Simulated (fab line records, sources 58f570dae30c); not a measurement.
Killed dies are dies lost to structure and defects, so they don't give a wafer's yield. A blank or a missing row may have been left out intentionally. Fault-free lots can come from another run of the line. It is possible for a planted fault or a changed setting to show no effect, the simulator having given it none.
Comparing a struck lot with a sound one / flow berkeley cmos170 / 14 steps out of a route of 331
Sound: the wafers L828.3, L828.5, L828.6. Struck: wafers L846.1, L846.4, L846.6. At the end, the cause is stated.
Each step with rows lists, per side, the tool, then ch with its chambers, then its first start. Under that, the readings that differ: sound wafers / struck wafers / difference of the means / sigmas: that difference in standard deviations of wafers without a fault.
alike: same words and numbers on both sides, and readings whose means sit less than 2 such deviations apart. not compared: any withheld reading, any reading some wafer has no value for, any bound like >300 that may hide the same value, and any number with overlapping values for which the record gives no deviation.
The two part at a step that has a row with sigmas, a row that says differs or no value, or rows on one side only. Non-overlapping numbers with no deviation appear without sigmas and do not part them. A reading missing from all wafers of one side parts the sides only when that side holds two or more wafers.

first, 2 steps without rows for these wafers: UCB170_SACOX_CLEAN_00 (cleans in dHF, time 7.5 s); UCB170_SACOX_OXIDATION_01 (target thk 14.4 nm, ox time 2400 s).
UCB170_SACOX_THK_MEAS_02:
  sound on film metro-02, day 6 11:58; struck on film metro-03, day 10 10:45
  alike: SACOX_OXIDE_THK
then, 2 steps without rows for these wafers: UCB170_SCREENOX_WET_ETCH_00 (etches SiO2 in dHF, time 200 s); UCB170_SCREENOX_OXIDATION_01 (target thk 14.4 nm, ox time 2400 s).
UCB170_SCREENOX_THK_MEAS_02:
  sound on film metro-01, day 6 16:31; struck on film metro-04, day 10 17:29
  alike: SCREENOX_OXIDE_THK
then, 6 steps without rows for these wafers: UCB170_SCREENOX_ANNEAL_03 (time 900 s); UCB170_NVT_HMDS_00 (prime time 60 s); UCB170_NVT_COAT_01 (resist thk 900 nm); UCB170_NVT_SOFTBAKE_02 (time 60 s); UCB170_NVT_EXPOSE_03 (exposes mask PWELL, target cd 3000 nm); UCB170_NVT_PEB_04.
UCB170_NVT_DEVELOP_05: develop time 45 s.
  struck on litho track-02, day 11 02:00; sound on litho track-02 ch 0, day 6 22:00
  no value came back on the struck wafers for chill plate temp C (C), develop time s (s); on the sound wafers chill plate temp C (C) reads 23.00 23.10 23.06
reading=model.KrF_of_NVT_COAT_01.thk nm (nm); sound=887 887.7 887.1; struck=897.9 897.3 896.9; difference=+10.1; sigmas=
UCB170_NVT_OVL_MEAS_06:
  sound on overlay-02, day 6 22:21; struck on overlay-01, day 11 02:25
reading=NVT_OVL (nm); sound=7 11 7; struck=- - -; difference=no value on the struck wafers; sigmas=

WHERE THEY PART
First at UCB170_NVT_DEVELOP_05; last, within this record, at UCB170_NVT_OVL_MEAS_06.

WHY: what the simulator had put in
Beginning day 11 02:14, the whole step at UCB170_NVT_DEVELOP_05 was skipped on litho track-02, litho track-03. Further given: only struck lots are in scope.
